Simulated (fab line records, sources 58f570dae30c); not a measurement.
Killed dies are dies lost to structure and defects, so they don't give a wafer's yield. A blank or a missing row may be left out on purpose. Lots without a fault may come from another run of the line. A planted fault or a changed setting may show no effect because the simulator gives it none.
A struck lot beside a sound one | flow berkeley_cmos170 | 13 steps out of a route of 331
Sound: wafers L722.3, L722.5, L722.6. Struck: wafers L740.4, L740.5, L740.6. The cause comes at the end.
At each step with rows: each side's tool, then ch and its chambers, then its first start. Under that, the readings that differ: sound wafers | struck wafers | difference of the means | sigmas: that difference in standard deviations of wafers without a fault.
alike: readings whose means differ by less than 2 such deviations, and words and numbers that are the same on both sides. not compared: withheld readings, readings that some wafer has no value for, bounds like >300 that may hide the same value, and numbers for which the record gives no deviation and whose values overlap.
The two part at a step that has a row with sigmas, a row that says differs or no value, or rows on one side only. Numbers that don't overlap but have no deviation are shown without sigmas and don't part them. A reading that every wafer of one side lacks parts them only if that side has two wafers or more.

first, 2 steps without rows for these wafers: UCB170_FIELD_CLEAN_00 (cleans in dHF, time 7.5 s); UCB170_FIELD_OXIDATION_01 (target thk 558.3 nm, ox time 7200 s).
UCB170_FIELD_THK_MEAS_02:
  sound on film_metro-03, day 4 23:13; struck on film_metro-03, day 9 04:31
  alike: FIELD_OXIDE_THK
then, 4 steps without rows for these wafers: UCB170_FIELD_ANNEAL_03 (time 1200 s); UCB170_FIELD_WET_ETCH_04 (etches SiO2 in dHF, time 60 s); UCB170_FIELD_WET_ETCH_05 (etches Si3N4 in H3PO4, time 12600 s); UCB170_FIELD_WET_ETCH_06 (etches SiO2 in BOE, time 22 s).
UCB170_FIELD_THK_MEAS_90:
  sound on film_metro-03, day 5 08:26; struck on film_metro-03, day 9 10:54
  alike: FIELD_OXIDE_LEFT_1_THK
then, 2 steps without rows for these wafers: UCB170_SACOX_CLEAN_00 (cleans in dHF, time 7.5 s); UCB170_SACOX_OXIDATION_01 (target thk 14.4 nm, ox time 2400 s).
UCB170_SACOX_THK_MEAS_02:
  sound on film_metro-04, day 5 14:47; struck on film_metro-02, day 9 17:52
  reading              | sound          | struck         | difference | sigmas
  SACOX_OXIDE_THK (nm) | 15.1 15.0 14.9 | 14.4 14.2 14.0 | -0.8       | -2
then, 1 step without rows for these wafers: UCB170_SCREENOX_WET_ETCH_00 (etches SiO2 in dHF, time 200 s).
UCB170_SCREENOX_OXIDATION_01: target thk 14.4 nm, ox time 2400 s.
  sound on furnace-01 ch 0, day 5 15:44; struck on furnace-02, day 9 20:26
  no value came back on the struck wafers for ox_temp_c (C), ox_temp_c_max, spike_tc_load_C (C), zone_power_source_pct (%); on the sound wafers ox_temp_c (C) reads 900.7 899.8 899.9

WHERE THEY PART
First at UCB170_SACOX_THK_MEAS_02; last, within this record, at UCB170_SCREENOX_OXIDATION_01.

WHY: what the simulator had put in
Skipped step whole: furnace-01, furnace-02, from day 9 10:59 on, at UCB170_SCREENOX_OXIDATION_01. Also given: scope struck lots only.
